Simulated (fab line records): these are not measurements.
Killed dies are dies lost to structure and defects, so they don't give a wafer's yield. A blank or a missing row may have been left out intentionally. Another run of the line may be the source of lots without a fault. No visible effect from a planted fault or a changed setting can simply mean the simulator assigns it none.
Split-lot study / flow berkeleyCmos170 / on a route of 331 steps: 5 lots, 23 wafers read

## THE SPLIT
At UCB170_SILICIDE_SPUTTER_01 (material Ti, target thk 30 nm, time 25 s), the setting powerW was moved away from the recipe's 1500 W on 10 of the 23 wafers read, by -11.5% to +9.0%. All remaining wafers had this setting at the recipe value.

## FROM THE SPLIT ON TO THE READING: in between, the file shows 1 step
- UCB170_SILICIDE_RS_MEAS_02: measures by four-point-probe

## THE READING
SILICIDE_TI_THK, in nm, at UCB170_SILICIDE_THK_MEAS_03 (measures by xrf). A value of 30.24 nm with a standard deviation of 0.29 nm is what fault-free wafers of this fab line usually give.

wafer=L079.1; tool, chamber at the split=pvdSputter-01, -; powerW as run, W=1366; against the recipe=-8.9%; SILICIDE_TI_THK, nm=27.36; against lot-mates on the recipe=-2.85
wafer=L079.2; tool, chamber at the split=pvdSputter-01, -; powerW as run, W=1500; against the recipe=recipe; SILICIDE_TI_THK, nm=30.08; against lot-mates on the recipe=-
wafer=L079.3; tool, chamber at the split=pvdSputter-01, -; powerW as run, W=1500; against the recipe=recipe; SILICIDE_TI_THK, nm=30.05; against lot-mates on the recipe=-
wafer=L079.5; tool, chamber at the split=pvdSputter-01, -; powerW as run, W=1500; against the recipe=recipe; SILICIDE_TI_THK, nm=30.49; against lot-mates on the recipe=-
wafer=L079.6; tool, chamber at the split=pvdSputter-01, -; powerW as run, W=1366; against the recipe=-8.9%; SILICIDE_TI_THK, nm=27.46; against lot-mates on the recipe=-2.75
wafer=L076.1; tool, chamber at the split=pvdSputter-04, -; powerW as run, W=1635; against the recipe=+9.0%; SILICIDE_TI_THK, nm=32.83; against lot-mates on the recipe=+2.57
wafer=L076.2; tool, chamber at the split=pvdSputter-04, -; powerW as run, W=1500; against the recipe=recipe; SILICIDE_TI_THK, nm=30.34; against lot-mates on the recipe=-
wafer=L076.4; tool, chamber at the split=pvdSputter-04, -; powerW as run, W=1635; against the recipe=+9.0%; SILICIDE_TI_THK, nm=32.88; against lot-mates on the recipe=+2.62
wafer=L076.5; tool, chamber at the split=pvdSputter-04, -; powerW as run, W=1500; against the recipe=recipe; SILICIDE_TI_THK, nm=30.01; against lot-mates on the recipe=-
wafer=L076.6; tool, chamber at the split=pvdSputter-04, -; powerW as run, W=1500; against the recipe=recipe; SILICIDE_TI_THK, nm=30.43; against lot-mates on the recipe=-
wafer=L078.1; tool, chamber at the split=pvdSputter-01, -; powerW as run, W=1328; against the recipe=-11.5%; SILICIDE_TI_THK, nm=27.26; against lot-mates on the recipe=-3.20
wafer=L078.2; tool, chamber at the split=pvdSputter-01, -; powerW as run, W=1328; against the recipe=-11.5%; SILICIDE_TI_THK, nm=27.22; against lot-mates on the recipe=-3.25
wafer=L078.3; tool, chamber at the split=pvdSputter-01, -; powerW as run, W=1328; against the recipe=-11.5%; SILICIDE_TI_THK, nm=26.94; against lot-mates on the recipe=-3.52
wafer=L078.5; tool, chamber at the split=pvdSputter-01, -; powerW as run, W=1500; against the recipe=recipe; SILICIDE_TI_THK, nm=30.63; against lot-mates on the recipe=-
wafer=L078.6; tool, chamber at the split=pvdSputter-01, -; powerW as run, W=1500; against the recipe=recipe; SILICIDE_TI_THK, nm=30.30; against lot-mates on the recipe=-
wafer=L077.1; tool, chamber at the split=pvdSputter-04, -; powerW as run, W=1626; against the recipe=+8.4%; SILICIDE_TI_THK, nm=33.33; against lot-mates on the recipe=+2.93
wafer=L077.2; tool, chamber at the split=pvdSputter-04, -; powerW as run, W=1500; against the recipe=recipe; SILICIDE_TI_THK, nm=30.54; against lot-mates on the recipe=-
wafer=L077.3; tool, chamber at the split=pvdSputter-04, -; powerW as run, W=1626; against the recipe=+8.4%; SILICIDE_TI_THK, nm=32.94; against lot-mates on the recipe=+2.54
wafer=L077.4; tool, chamber at the split=pvdSputter-04, -; powerW as run, W=1626; against the recipe=+8.4%; SILICIDE_TI_THK, nm=33.25; against lot-mates on the recipe=+2.86
wafer=L077.6; tool, chamber at the split=pvdSputter-04, -; powerW as run, W=1500; against the recipe=recipe; SILICIDE_TI_THK, nm=30.25; against lot-mates on the recipe=-
wafer=L084.2; tool, chamber at the split=pvdSputter-02, -; powerW as run, W=1500; against the recipe=recipe; SILICIDE_TI_THK, nm=30.06; against lot-mates on the recipe=-
wafer=L084.3; tool, chamber at the split=pvdSputter-02, -; powerW as run, W=1500; against the recipe=recipe; SILICIDE_TI_THK, nm=29.53; against lot-mates on the recipe=-
wafer=L084.4; tool, chamber at the split=pvdSputter-02, -; powerW as run, W=1500; against the recipe=recipe; SILICIDE_TI_THK, nm=29.51; against lot-mates on the recipe=-

FIT RESULTS
A straight line over all 23 wafers: SILICIDE_TI_THK changes by +0.3 nm for each +1% of powerW; r = +0.98; the points scatter about the line by 0.35 nm.
The same after taking each lot's own level away (the mean of its wafers on the recipe; 23 wafers): +0.303 nm for each +1%; r = +0.99; scatter 0.21 nm.
Per that fit: largest powerW move, reading shift of 3.5 nm.
Across the lots, their own levels run from 29.700 to 30.465 nm, a range of 2.6 times the standard deviation given above.
Hence the lot-to-lot level has little effect on the slope; both slopes agree.
Check: -3.5 nm against its lot-mates is what the line predicts for one of the wafers moved furthest among these (-11.5%) when that wafer is left out of the fit. Against them it came out at -3.2 nm.

## THE WHOLE CHAIN: every reading that the file lists as answering this split, in the file's order
step=UCB170_SILICIDE_SPUTTER_01; what it does=material Ti, target thk 30 nm, time 25 s; reading=Ti_of_SILICIDE_SPUTTER_01.thkNm (the simulator's own value, which no gauge read); change (the file's fit)=+0.3 nm for each +1% of the setting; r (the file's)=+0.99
step=UCB170_SILICIDE_RS_MEAS_02; what it does=measures by four-point-probe; reading=SILICIDE_TI_RS; change (the file's fit)=-0.308 for each +1% of the setting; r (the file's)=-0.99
step=UCB170_SILICIDE_THK_MEAS_03; what it does=measures by xrf; reading=SILICIDE_TI_THK; change (the file's fit)=+0.303 for each +1% of the setting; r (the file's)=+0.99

## THE FILE'S OWN FIT
SILICIDE_TI_THK changes by +0.303 nm for each +1% of powerW, r = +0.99.
